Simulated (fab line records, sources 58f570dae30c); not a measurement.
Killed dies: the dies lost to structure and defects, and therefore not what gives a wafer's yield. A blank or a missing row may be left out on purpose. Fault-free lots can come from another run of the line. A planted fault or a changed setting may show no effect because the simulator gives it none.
One fault through the eyes of 2 desks | flow berkeleyCmos170 | every desk sees just its own numbers, and what lay behind them comes last

== AT THE METROLOGY DESK ==
Means of the sampled wafers that have a number, per lot and without regard to the tool the lot ran on: this is what the gauges read. If a lot's mean is further than 4 standard deviations from the usual mean, the lot is out of limits and carries the mark OUT (the distance appears in the brackets).
Columns: A = cdNm at UCB170_M3_CD_MEAS_90, usual 699 nm; B = M3_BOW at UCB170_M3_BOW_MEAS_20, usual 34 um
lot  | first seen here | A   | B
L239 | day 7 19:01     | 700 | 35
L242 | day 8 08:00     | 702 | 31
L241 | day 8 09:04     | 704 | 35
L243 | day 8 12:38     | 698 | 30
L244 | day 8 16:37     | 698 | 39
L245 | day 8 17:29     | 702 | 39
L246 | day 8 18:11     | 701 | 40
L240 | day 9 03:07     | 700 | 32
L247 | day 9 12:04     | 695 | 38
L249 | day 10 02:19    | 700 | 42
L254 | day 10 19:48    | 703 | 32
L259 | day 11 12:20    | 700 | 34
L258 | day 11 13:07    | 694 | 42
L257 | day 11 15:07    | 699 | 30
Finding of this desk: none of the 14 lots has anything out of limits.

== FOR THE TOOL OWNER'S DESK: cmp-01 ==
The tool's own readings at UCB170_V1_CMP_02 (polishes SiO2): means of the sampled wafers that have a number, for each lot that ran on this tool. If a lot's mean is further than 4 standard deviations from the usual mean, the lot is out of limits and carries the mark OUT (the distance appears in the brackets).
Columns: A = motorCurrentA at UCB170_V1_CMP_02, usual 16.2 A; B = platenRpm at UCB170_V1_CMP_02, usual 60.00 rpm; C = slurryFlowMlMin at UCB170_V1_CMP_02, usual 150.0
lot  | first seen here | A    | B     | C
L241 | day 7 20:47     | 16.0 | 60.03 | 150.0
L243 | day 8 01:37     | 16.3 | 60.01 | 150.0
L245 | day 8 05:44     | 16.4 | 60.02 | 150.3
L240 | day 8 14:32     | 16.4 | 59.98 | 149.6
L247 | day 8 22:23     | 15.9 | 60.01 | 149.7
L249 | day 9 12:34     | 16.7 | 59.99 | 150.0
Finding of this desk: none of the 6 lots has anything out of limits.

== BROUGHT TOGETHER ==
At the metrology desk, nothing out of limits was observed.
The tool owner's desk saw nothing out of limits.

== WHAT THE SIMULATOR PUT IN ==
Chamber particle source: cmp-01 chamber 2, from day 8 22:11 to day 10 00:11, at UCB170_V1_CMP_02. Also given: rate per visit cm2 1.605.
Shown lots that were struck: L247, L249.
